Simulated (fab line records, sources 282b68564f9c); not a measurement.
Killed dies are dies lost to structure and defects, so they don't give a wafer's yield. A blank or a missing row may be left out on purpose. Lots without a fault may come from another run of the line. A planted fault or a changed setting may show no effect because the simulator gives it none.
One fault seen from 2 desks | flow rit_cmos | each desk has only its own numbers; what lay behind them comes last

THE METROLOGY DESK
What the gauges read, lot by lot, whatever tool the lot ran on: means of the sampled wafers that have a number. A lot is out of limits, marked OUT, if its mean lies more than 4 standard deviations from the usual mean; the brackets give that distance.
Columns: A = NRETRO_TW at RIT_NRETRO_TW_MEAS_10, usual 1054; B = cd_nm at RIT_CONTACT_CD_MEAS_08, usual 1000.5 nm
lot  | first seen here | A    | B
L122 | day 2 08:59     | 1071 | 1001.2
L123 | day 2 16:20     | 1032 | 1001.0
L124 | day 2 17:45     | 1056 | 997.6
L125 | day 3 02:55     | 1060 | 997.3
L126 | day 3 07:47     | 1043 | 1000.4
L131 | day 4 05:25     | 1063 | 999.8
L135 | day 5 01:29     | 1042 | 1000.9
L136 | day 5 05:59     | 1057 | 1003.7
L137 | day 5 11:50     | 1057 | 1004.2
L138 | day 5 16:05     | 1043 | 1001.6
L139 | day 5 19:58     | 1044 | 1003.8
L140 | day 6 00:29     | 1078 | 998.3
L142 | day 6 11:21     | 1073 | 998.1
L144 | day 6 22:59     | 1073 | 1000.3
This desk's finding: nothing out of limits on any of the 14 lots.

THE TOOL OWNER'S DESK: litho_track-03
The tool's own readings at RIT_NWELL_COAT_01 (resist thk 1300 nm): means of the sampled wafers that have a number, for each lot that ran on this tool. A lot is out of limits, marked OUT, if its mean lies more than 4 standard deviations from the usual mean; the brackets give that distance.
Columns: A = exhaust_pa at RIT_NWELL_COAT_01, usual 45.1 Pa; B = spin_speed_rpm at RIT_NWELL_COAT_01, usual 2000.3 rpm
lot  | first seen here | A    | B
L125 | day 2 16:55     | 45.3 | 2000.5
L131 | day 3 18:09     | 44.8 | 2000.7
L135 | day 4 13:49     | 45.0 | 1438.7 (-99 or more) OUT
L136 | day 4 19:42     | 45.4 | 1439.7 (-99 or more) OUT
This desk's finding: out of limits on L135, L136; first on L135, day 4 13:49 (spin_speed_rpm at RIT_NWELL_COAT_01). In limits: L125, L131.

PUT TOGETHER
The tool owner's desk could have raised an alarm at day 4 13:49, on L135, L136.
The metrology desk saw nothing out of limits.
The metrology desk has L135, L136 on record, within its limits.
Of the lots named, all ran RIT_NWELL_COAT_01 on litho_track-03.

WHAT THE SIMULATOR HAD PUT IN
Process parameter drift: litho_track-03, from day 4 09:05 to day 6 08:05, at RIT_NWELL_COAT_01. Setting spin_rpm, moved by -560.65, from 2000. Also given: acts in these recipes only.
Lots struck among those shown: L135, L136.
Hours from the fault's start to each desk's first reading out of limits: the tool owner's desk, 5.
